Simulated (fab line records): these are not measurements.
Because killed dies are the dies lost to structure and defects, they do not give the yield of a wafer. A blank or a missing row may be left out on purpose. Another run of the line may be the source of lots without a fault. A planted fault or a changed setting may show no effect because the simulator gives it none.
Chamber matching ; flow berkeley-cmos170 ; rie-si-01 running UCB170_GATE_ETCH_15: 4 sister chambers
The step etches poly-Si in HBr/Cl2, stops on SiO2, time 56.3 s, target depth 278.2 nm. 7 wafers are shown with their chamber, then 7 later ones without.

EACH WAFER AND ITS CHAMBER
wafer;chamber;oes-product-au (a.u.);HBr_flow_sccm (sccm)
L541.2;0;0.834;149.5
L544.5;3;0.832;150.0
L544.6;0;0.831;149.8
L549.3;2;0.847;149.3
L549.6;1;0.832;150.2
L558.1;1;0.818;150.1
L558.2;2;0.848;148.8

WAFERS MISSING THEIR CHAMBER
wafer;oes-product-au (a.u.);HBr_flow_sccm (sccm)
L558.5;0.827;150.5
L561.1;0.834;149.8
L561.2;0.842;149.2
L561.5;0.845;150.3
L560.2;0.850;150.5
L560.3;0.829;150.1
L560.4;0.840;149.5

THE CHAMBER EACH PASSED THROUGH
wafer;from the rows above;in truth
L558.5;can't be placed: 1 or 3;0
L561.1;can't be placed: 0 or 3 or 1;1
L561.2;can't be placed: 2 or 0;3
L561.5;can't be placed: 3 or 0 or 1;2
L560.2;can't be placed: 3 or 1 or 0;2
L560.3;can't be placed: 3 or 1 or 0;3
L560.4;can't be placed: 0 or 2 or 3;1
Placed correctly: 0 of 7. Can't be placed from these rows: 7 (the true chamber is among the candidates in 2). Number placed wrongly: 0.
How it was worked out, from the rows above alone: a wafer's distance from a chamber is the root of the sum, over the readings, of the square of ((its reading less the chamber's mean) divided by the reading's scatter). If the next closest chamber is less than 2 further off than the closest, the wafer can't be placed; otherwise it belongs to the closest. The mean given for a chamber averages the wafers shown for that chamber. The scatter: take each reading less its chamber's mean, square it, sum over the shown wafers, divide by the number of wafers less the number of chambers, and take the root.
